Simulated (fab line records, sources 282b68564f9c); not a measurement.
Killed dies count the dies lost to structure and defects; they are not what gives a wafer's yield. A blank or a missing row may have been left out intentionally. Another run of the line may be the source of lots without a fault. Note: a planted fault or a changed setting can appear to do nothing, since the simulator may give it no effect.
fab line records -- flow rit_cmos
record lots=5, wafers=15, last_day=6
route steps=202 shown ACTIVE@2 FOX1@20 FOX2@23 M1@202
lots with no fault: from the same line, run without faults
start_h: hours from the record's opening day to when the first of the lot's shown wafers began -- wait_h: time in hours since the lot's previous step -- " as in the row above -- L1.1+2: one row covering several wafers at once -- - no value, or no start was given -- * or withheld: withheld -- < > ~ a bound
route shown NAME@n: NAME is a module with steps in the file, n the number in the route of the first one -- usual: mean and standard deviation over wafers with no fault -- same: alike in all rows -- chamber/n: place in a boat -- sites: per-site readings -- _std_site: the values' standard deviation -- _edge_site: the outer-site mean with the inner-site mean subtracted -- radius_mm: how far each site lies from the wafer's centre -- mask NAME#n: copy n -- behind: the last tool/chamber to shape the wafer -- hold: cause of the lot's hold/its duration in hours/its outcome -- device: names the non-switching transistor (n, p or np) -- end of line: the tests these same wafers got at the end of their route -- a step given without rows: its recipe and nothing more -- killed: count of dies lost to structure and defects at first sort (not the wafer's yield) -- map: a wafer's dies, x killed, . not, _ none there
set.NAME: the run value of the setting; set.NAME@STEP: its run value at that earlier step -- model.NAME: the simulator's own value behind a step, which no gauge read
lots at some steps of the route; a table a step, a row a wafer
services: a tool's chamber out of use, with start hour (start_h, from the record's first day; less than 0 if before it), hours out, and reason
## steps
# step RIT_ACTIVE_OXIDATION_01
# recipe temp_c=1007, ambient=O2, target_thk_a=468, ox_time_s=3360
# step RIT_ACTIVE_THK_MEAS_02
# recipe reads=SiO2_of_ACTIVE_OXIDATION_01
# usual ACTIVE_OXIDE_THK=50.1/0.85
lot.wafer,tool,chamber,start_h,wait_h,ACTIVE_OXIDE_THK[nm]
L171.2,film_metro-03,-,17.06,0.0,49.5
L171.4,film_metro-03,-,17.06,0.0,50.5
L171.5,film_metro-03,-,17.06,0.0,49.6
L172.3,film_metro-03,-,22.18,0.0,51.2
L172.5,film_metro-03,-,22.18,0.0,50.1
L172.6,film_metro-03,-,22.18,0.0,50.1
L187.1,film_metro-03,-,97.05,0.0,50.9
L187.2,film_metro-03,-,97.05,0.0,51.3
L187.4,film_metro-03,-,97.05,0.0,50.1
L188.1,film_metro-04,-,103.31,0.0,50.7
L188.4,film_metro-04,-,103.31,0.0,51.3
L188.6,film_metro-04,-,103.31,0.0,50.7
L189.1,film_metro-01,-,107.15,0.0,50.2
L189.2,film_metro-01,-,107.15,0.0,50.6
L189.5,film_metro-01,-,107.15,0.0,50.6
# step RIT_ACTIVE_CVD_03
# recipe material=Si3N4, target_thk_nm=150, temp_c=810, precursor=SiH2Cl2/NH3, time_s=1500, pressure_mtorr=300, sih2cl2_flow_sccm=60, nh3_flow_sccm=150
# step RIT_ACTIVE_THK_MEAS_04
# recipe reads=Si3N4_of_ACTIVE_CVD_03
# usual ACTIVE_NITRIDE_THK=149.9/1.5
lot.wafer,tool,chamber,start_h,wait_h,ACTIVE_NITRIDE_THK[nm]
L171.2,film_metro-03,-,18.54,0.0,150.7
L171.4,film_metro-03,-,18.54,0.0,151.2
L171.5,film_metro-03,-,18.54,0.0,150.3
L172.3,film_metro-01,-,23.66,0.0,153.3
L172.5,film_metro-01,-,23.66,0.0,152.7
L172.6,film_metro-01,-,23.66,0.0,153.8
L187.1,film_metro-04,-,99.43,0.0,147.8
L187.2,film_metro-04,-,99.43,0.0,147.3
L187.4,film_metro-04,-,99.43,0.0,147.7
L188.1,film_metro-01,-,106.55,0.0,150.4
L188.4,film_metro-01,-,106.55,0.0,149.6
L188.6,film_metro-01,-,106.55,0.0,150.6
L189.1,film_metro-03,-,109.34,0.0,149.6
L189.2,film_metro-03,-,109.34,0.0,151.3
L189.5,film_metro-03,-,109.34,0.0,149.6
# step RIT_ACTIVE_HMDS_05
# recipe prime_time_s=58.85, prime_temp_c=140
# step RIT_ACTIVE_COAT_06
# recipe resist=NOVOLAK, spin_rpm=3250, resist_thk_nm=1000
# step RIT_ACTIVE_SOFTBAKE_07
# recipe resist=NOVOLAK, temp_c=90, time_s=60
# step RIT_ACTIVE_EXPOSE_08
# recipe mask_id=M1, na=0.6, source_shape=conventional, sigma_outer=0.6, target_cd_nm=1400, dose_mj=225
# step RIT_ACTIVE_PEB_09
# recipe resist=NOVOLAK, temp_c=withheld, time_s=withheld
# step RIT_ACTIVE_DEVELOP_10
# recipe resist=NOVOLAK, develop_time_s=50, dev_temp_c=23
# step RIT_ACTIVE_CD_MEAS_11
# recipe target_cd_nm=1400
# usual cd_nm=1399.8/2.5
lot.wafer,tool,chamber,start_h,wait_h,cd_nm
L171.2,cd_sem-01,-,19.46,-,1402.8
L171.4,cd_sem-01,-,19.46,-,1400.1
L171.5,cd_sem-01,-,19.46,-,1401.4
L172.3,cd_sem-01,-,24.71,-,1400.0
L172.5,cd_sem-01,-,24.71,-,1401.2
L172.6,cd_sem-01,-,24.71,-,1400.0
L187.1,cd_sem-01,-,100.47,-,1397.4
L187.2,cd_sem-01,-,100.47,-,1397.1
L187.4,cd_sem-01,-,100.47,-,1397.6
L188.1,cd_sem-01,-,107.46,-,1396.5
L188.4,cd_sem-01,-,107.46,-,1395.8
L188.6,cd_sem-01,-,107.46,-,1397.7
L189.1,cd_sem-02,-,110.37,-,1401.4
L189.2,cd_sem-02,-,110.37,-,1399.4
L189.5,cd_sem-02,-,110.37,-,1403.1
# step RIT_ACTIVE_HARDBAKE_12
# recipe resist=NOVOLAK, temp_c=140, time_s=60
# step RIT_ACTIVE_ETCH_13
# recipe stop_on=SiO2, chemistry=SF6, target=Si3N4, time_s=210, over_etch_frac=0.4, SF6_flow_sccm=200, pressure_mtorr=260, rf_w=125, target_depth_a=2100
# usual chamber_pressure_mTorr=260.01/0.24, drypump_motor_current_A=5.7/0.3, oes_product_au=0.816/0.012, throttle_valve_pct=7.46/0.15
# same over_etch_frac=0.4, time_s=210
lot.wafer,tool,chamber,start_h,wait_h,chamber_pressure_mTorr,drypump_motor_current_A,oes_product_au,rf_hours_counter_h,throttle_valve_pct,model.NOVOLAK_of_ACTIVE_COAT_06.thk_nm,model.SiO2_of_ACTIVE_OXIDATION_01.thk_nm,model.ACTIVE.feature_depth_nm
L171.2,rie_diel-03,1,19.71,0.1,259.97,5.2,0.817,157,7.31,651.7,47.13,153
L171.4,rie_diel-03,2,19.71,0.1,259.81,5.7,0.822,2,7.46,649.3,50.07,151.6
L171.5,rie_diel-03,1,19.71,0.1,259.81,5.2,0.819,-,7.32,651,47.27,152.5
L172.3,rie_diel-04,1,24.94,0.1,259.77,5.6,0.820,77,7.25,647.3,50.65,153.9
L172.5,rie_diel-04,3,24.94,0.1,260.40,6.5,0.822,-,7.52,659.9,50.16,152.8
L172.6,rie_diel-04,2,24.94,0.1,259.94,6.4,0.820,-,7.55,647.7,50.04,153.9
L187.1,rie_diel-04,3,100.74,0.1,259.95,6.5,0.812,6,7.51,657.1,50.91,147.8
L187.2,rie_diel-04,0,100.74,0.1,259.73,5.3,0.783,113,7.45,662.6,51.27,147.4
L187.4,rie_diel-04,3,100.74,0.1,260.28,6.5,0.813,-,7.51,659.8,50.13,147.7
L188.1,rie_diel-01,0,107.73,0.1,259.93,5.7,0.830,1,7.30,649.5,48.75,152.1
L188.4,rie_diel-01,2,107.73,0.1,260.38,5.6,0.812,37,7.30,666.5,51.25,149.6
L188.6,rie_diel-01,1,107.73,0.1,259.86,5.4,0.806,-,7.62,645.3,49.33,152
L189.1,rie_diel-03,0,110.64,0.1,260.02,6.0,0.816,17,7.50,597.6,33.84,165.9
L189.2,rie_diel-03,2,110.64,0.1,260.24,5.7,0.818,3,7.46,652.6,50.14,151.5
L189.5,rie_diel-03,3,110.64,0.1,260.11,6.0,0.825,-,7.31,660.9,50.65,149.6
# step RIT_ACTIVE_STRIP_14
# recipe chemistry=O2, time_s=180, resist=NOVOLAK, platen_temp_c=withheld, power_w=500, pressure_mtorr=4000, o2_flow_sccm=4000
# usual chamber_pressure_mTorr=4001/3.6, drypump_motor_current_A=5.7/0.44
# same time_s=180
lot.wafer,tool,chamber,start_h,wait_h,chamber_pressure_mTorr,drypump_motor_current_A,rf_hours_counter_h
L171.2,plasma_asher-02,0,19.84,0.1,4006,6.4,36
L171.4,plasma_asher-02,1,19.84,0.1,3996,5.5,-
L171.5,plasma_asher-02,1,19.84,0.1,4002,5.4,-
L172.3,plasma_asher-02,1,25.13,0.1,4002,5.5,-
L172.5,plasma_asher-02,0,25.13,0.1,4000,6.4,-
L172.6,plasma_asher-02,1,25.13,0.1,4003,5.5,-
L187.1,plasma_asher-03,0,100.94,0.1,4003,5.6,47
L187.2,plasma_asher-03,1,100.94,0.1,3998,5.4,47
L187.4,plasma_asher-03,0,100.94,0.1,3999,5.5,-
L188.1,plasma_asher-03,0,107.87,0.1,4006,5.6,47
L188.4,plasma_asher-03,1,107.87,0.1,3995,5.3,-
L188.6,plasma_asher-03,1,107.87,0.1,3996,5.3,-
L189.1,plasma_asher-03,1,110.77,0.1,3999,5.4,48
L189.2,plasma_asher-03,0,110.77,0.1,4004,5.5,48
L189.5,plasma_asher-03,0,110.77,0.1,3995,5.5,-
# step RIT_ACTIVE_CD_MEAS_90
# recipe target_cd_nm=1400
# usual cd_nm=1399.8/2.5
lot.wafer,tool,chamber,start_h,wait_h,cd_nm
L171.2,cd_sem-01,-,20.04,0.1,1402.3
L171.4,cd_sem-01,-,20.04,0.1,1400.2
L171.5,cd_sem-01,-,20.04,0.1,1401.3
L172.3,cd_sem-01,-,25.29,0.1,1399.1
L172.5,cd_sem-01,-,25.29,0.1,1400.8
L172.6,cd_sem-01,-,25.29,0.1,1400.0
L187.1,cd_sem-02,-,101.11,0.1,1397.8
L187.2,cd_sem-02,-,101.11,0.1,1397.3
L187.4,cd_sem-02,-,101.11,0.1,1398.2
L188.1,cd_sem-01,-,108.04,0.1,1396.1
L188.4,cd_sem-01,-,108.04,0.1,1396.0
L188.6,cd_sem-01,-,108.04,0.1,1397.4
L189.1,cd_sem-01,-,110.95,0.1,1401.0
L189.2,cd_sem-01,-,110.95,0.1,1400.0
L189.5,cd_sem-01,-,110.95,0.1,1403.2
# step RIT_ACTIVE_CLEAN_15
# recipe chemistry=SC1, mix=3:3:50, time_s=600, temp_c=75
# step RIT_ACTIVE_CLEAN_16
# recipe chemistry=dHF, dilution=50:1, time_s=30
# step RIT_ACTIVE_CLEAN_17
# recipe chemistry=SC2, mix=3:3:50, time_s=600, temp_c=75, dry=n2_spin
# step RIT_FOX1_OXIDATION_00
# recipe temp_c=1100, ambient=H2O, target_thk_a=3507, p_h2o_torr=720, ox_time_s=1130
# step RIT_FOX1_THK_MEAS_01
# recipe reads=SiO2_of_FOX1_OXIDATION_00
# usual FOX1_OXIDE_THK=350/5.6
lot.wafer,tool,chamber,start_h,wait_h,FOX1_OXIDE_THK[nm]
L171.2,film_metro-02,-,22.88,0.0,344
L171.4,film_metro-02,-,22.88,0.0,339
L171.5,film_metro-02,-,22.88,0.0,344
L172.3,film_metro-04,-,28.57,0.0,345
L172.5,film_metro-04,-,28.57,0.0,341
L172.6,film_metro-04,-,28.57,0.0,348
L187.1,film_metro-04,-,104.80,0.0,360
L187.2,film_metro-04,-,104.80,0.0,357
L187.4,film_metro-04,-,104.80,0.0,354
L188.1,film_metro-04,-,110.64,0.0,349
L188.4,film_metro-04,-,110.64,0.0,349
L188.6,film_metro-04,-,110.64,0.0,346
L189.1,film_metro-02,-,113.37,0.0,354
L189.2,film_metro-02,-,113.37,0.0,355
L189.5,film_metro-02,-,113.37,0.0,349
# step RIT_FOX1_WET_ETCH_02
# recipe chemistry=BOE, target_depth_nm=350, time_s=390, temp_c=21.5, dry=n2_spin, dilution=10:1, target=SiO2
# step RIT_FOX2_OXIDATION_00
# recipe temp_c=1100, ambient=H2O, target_thk_a=3507, p_h2o_torr=720, ox_time_s=1130
# step RIT_FOX2_THK_MEAS_01
# recipe reads=SiO2_of_FOX2_OXIDATION_00
# usual FOX2_OXIDE_THK=349/8.3
lot.wafer,tool,chamber,start_h,wait_h,FOX2_OXIDE_THK[nm]
L171.2,film_metro-02,-,24.37,0.0,341
L171.4,film_metro-02,-,24.37,0.0,337
L171.5,film_metro-02,-,24.37,0.0,337
L172.3,film_metro-03,-,31.22,0.0,350
L172.5,film_metro-03,-,31.22,0.0,346
L172.6,film_metro-03,-,31.22,0.0,343
L187.1,film_metro-02,-,106.30,0.0,352
L187.2,film_metro-02,-,106.30,0.0,354
L187.4,film_metro-02,-,106.30,0.0,354
L188.1,film_metro-02,-,112.13,0.0,349
L188.4,film_metro-02,-,112.13,0.0,349
L188.6,film_metro-02,-,112.13,0.0,342
L189.1,film_metro-02,-,114.86,0.0,344
L189.2,film_metro-02,-,114.86,0.0,351
L189.5,film_metro-02,-,114.86,0.0,349
# step RIT_FOX2_CLEAN_02
# recipe chemistry=dHF, dilution=50:1, time_s=180
# step RIT_FOX2_WET_ETCH_03
# recipe chemistry=H3PO4, target=Si3N4, target_depth_nm=195, temp_c=165, time_s=2700
# same time_s=2700
lot.wafer,tool,chamber,start_h,wait_h,model.SiO2_of_ACTIVE_OXIDATION_01.thk_nm
L171.2,wet_bench-03,1,24.48,0.0,41.92
L171.4,wet_bench-03,1,24.48,0.0,44.52
L171.5,wet_bench-03,1,24.48,0.0,42.08
L172.3,wet_bench-04,0,31.32,0.0,45.07
L172.5,wet_bench-04,0,31.32,0.0,44.63
L172.6,wet_bench-04,0,31.32,0.0,44.53
L187.1,wet_bench-02,1,106.49,0.0,45.21
L187.2,wet_bench-02,1,106.49,0.0,45.53
L187.4,wet_bench-02,1,106.49,0.0,44.52
L188.1,wet_bench-03,1,112.25,0.0,43.3
L188.4,wet_bench-03,1,112.25,0.0,45.49
L188.6,wet_bench-03,1,112.25,0.0,43.81
L189.1,wet_bench-02,1,114.98,0.0,29.97
L189.2,wet_bench-02,1,114.98,0.0,44.42
L189.5,wet_bench-02,1,114.98,0.0,44.86
# step RIT_FOX2_THK_MEAS_90
# recipe reads=SiO2_of_FOX2_OXIDATION_00
# usual FIELD_OXIDE_LEFT_1_THK=321/8.2
lot.wafer,tool,chamber,start_h,wait_h,FIELD_OXIDE_LEFT_1_THK[nm]
L171.2,film_metro-02,-,25.25,0.0,314
L171.4,film_metro-02,-,25.25,0.0,310
L171.5,film_metro-02,-,25.25,0.0,310
L172.3,film_metro-01,-,32.09,0.0,323
L172.5,film_metro-01,-,32.09,0.0,318
L172.6,film_metro-01,-,32.09,0.0,316
L187.1,film_metro-02,-,107.24,0.0,325
L187.2,film_metro-02,-,107.24,0.0,327
L187.4,film_metro-02,-,107.24,0.0,327
L188.1,film_metro-01,-,113.90,0.0,322
L188.4,film_metro-01,-,113.90,0.0,321
L188.6,film_metro-01,-,113.90,0.0,315
L189.1,film_metro-03,-,115.74,0.0,316
L189.2,film_metro-03,-,115.74,0.0,324
L189.5,film_metro-03,-,115.74,0.0,322
# step RIT_M1_PROBE_99
# usual killed_at_M0_to_M3=0.0/0.14, killed_at_contacts=0.1/0.34, killed_at_front_end=6.6/2.7, killed_dies=6.7/2.7, killed_on_rim=1.8/1.3, killed_open=3.5/1.9, killed_short=3.1/1.8
# same gross_dies=264, killed_at_M4_up=0, killed_at_back_side=0, killed_at_other=0
lot.wafer,tool,chamber,start_h,wait_h,killed_at_M0_to_M3,killed_at_contacts,killed_at_front_end,killed_dies,killed_on_rim,killed_open,killed_short
L171.2,prober-02,-,64.37,0.1,0,0,9,9,3,8,1
L171.4,prober-02,-,64.47,0.2,0,0,3,3,0,0,3
L171.5,prober-02,-,64.52,0.2,0,0,8,8,3,5,3
L172.3,prober-01,-,70.62,0.2,0,1,4,5,1,3,2
L172.5,prober-01,-,70.72,0.2,0,0,1,1,0,0,1
L172.6,prober-01,-,70.77,0.2,0,0,11,11,4,6,5
L187.1,prober-02,-,147.87,0.1,0,0,8,8,1,2,6
L187.2,prober-02,-,147.92,0.1,0,0,7,7,3,5,2
L187.4,prober-02,-,148.02,0.2,0,0,12,12,4,6,6
L188.1,prober-01,-,152.21,0.1,0,0,4,4,1,2,2
L188.4,prober-01,-,152.36,0.2,1,0,5,6,3,3,3
L188.6,prober-01,-,152.46,0.2,0,0,6,6,2,3,3
L189.1,prober-02,-,154.02,0.1,0,0,9,9,3,6,3
L189.2,prober-02,-,154.07,0.1,0,0,5,5,1,4,1
L189.5,prober-02,-,154.22,0.2,0,1,4,5,1,2,3
# killed by level:class
L171.2 GATE:geometric_particle:open=4 ACTIVE:geometric_particle:open=1 FOX1:geometric_particle:open=1 FOX2:geometric_particle:open=1 REOX:geometric_particle:open=1 SPACER:geometric_particle:short=1
L171.4 SPACER:geometric_particle:short=3
L171.5 GATE:geometric_particle:short=2 SPACER:geometric_particle:open=2 FOX2:geometric_particle:open=1 GATE:geometric_particle:open=1 REOX:geometric_particle:open=1 REOX:geometric_particle:short=1
L172.3 REOX:geometric_particle:open=2 GATE:geometric_particle:open=1 SILICIDE:geometric_particle:short=1 CONTACT:geometric_particle:short=1
L172.5 GATE:geometric_particle:short=1
L172.6 SPACER:geometric_particle:open=3 SILICIDE:geometric_particle:short=2 FOX1:geometric_particle:short=1 GATE:geometric_particle:short=1 GATE:geometric_particle:open=1 REOX:geometric_particle:short=1 REOX:geometric_particle:open=1 SILICIDE:geometric_particle:open=1
L187.1 GATE:geometric_particle:short=4 GATE:geometric_particle:open=2 REOX:geometric_particle:short=1 SILICIDE:geometric_particle:short=1
L187.2 GATE:geometric_particle:open=3 SPACER:geometric_particle:short=2 FOX2:geometric_particle:open=1 SILICIDE:geometric_particle:open=1
L187.4 FOX1:geometric_particle:short=3 FOX2:geometric_particle:open=3 GATE:geometric_particle:short=2 REOX:geometric_particle:open=2 FOX1:geometric_particle:open=1 FOX2:geometric_particle:short=1
L188.1 GATE:geometric_particle:open=2 FOX2:geometric_particle:short=1 REOX:geometric_particle:short=1
L188.4 FOX2:geometric_particle:open=1 GATE:geometric_particle:short=1 GATE:geometric_particle:open=1 REOX:geometric_particle:short=1 SILICIDE:geometric_particle:open=1 M1:geometric_particle:short=1
L188.6 GATE:geometric_particle:short=2 SPACER:geometric_particle:open=2 SILICIDE:geometric_particle:short=1 SILICIDE:geometric_particle:open=1
L189.1 GATE:geometric_particle:open=3 FOX1:geometric_particle:short=1 FOX1:geometric_particle:open=1 FOX2:geometric_particle:open=1 GATE:geometric_particle:short=1 REOX:geometric_particle:open=1 SILICIDE:geometric_particle:short=1
L189.2 REOX:geometric_particle:open=2 FOX1:geometric_particle:short=1 GATE:geometric_particle:open=1 SPACER:geometric_particle:open=1
L189.5 GATE:geometric_particle:open=1 SPACER:geometric_particle:short=1 SILICIDE:geometric_particle:open=1 SILICIDE:geometric_particle:short=1 CONTACT:geometric_particle:short=1
## services
tool,chamber,start_h,hours,kind
rie_diel-04,0,7.54,9.5,repair
rie_diel-04,0,25.28,4.8,repair
wet_bench-04,-,39.35,1.9,pm
rie_diel-01,0,41.83,-,clean
rie_diel-01,0,41.83,14.3,scheduled_down
rie_diel-01,0,41.83,14.3,vent_cycle
rie_diel-03,0,71.75,2.1,repair
rie_diel-01,0,75.81,3.4,repair
rie_diel-03,-,82.90,2.8,pm
rie_diel-04,2,85.69,40.9,repair
rie_diel-04,1,93.01,11.3,repair
rie_diel-03,1,103.93,-,clean
rie_diel-03,1,103.93,17.7,scheduled_down
rie_diel-03,1,103.93,17.7,vent_cycle
## key
first_sign none at tools or gauges
model_effect step=RIT_ACTIVE_ETCH_13, value=NOVOLAK_of_ACTIVE_COAT_06.thk_nm, without=656, struck=597.6
model_effect step=RIT_FOX2_WET_ETCH_03, value=SiO2_of_ACTIVE_OXIDATION_01.thk_nm, without=44.39, struck=29.97
met_at RIT_ACTIVE_ETCH_13
struck_wafers L189.1
tester_left_out L189
fault kind=process_parameter_drift, tool=rie_diel-03, chamber=0, onset_h=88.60, steps=RIT_ACTIVE_ETCH_13, channel=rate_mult, offset=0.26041, shape=step, end_h=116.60
# tester_left_out: of these lots the tester's yield and bins aren't shown, on N5 and GAA mostly nor the transistor test; their killed dies are dies lost to structure and defects alone, not to doping, threshold or leakage, so they don't give the yield
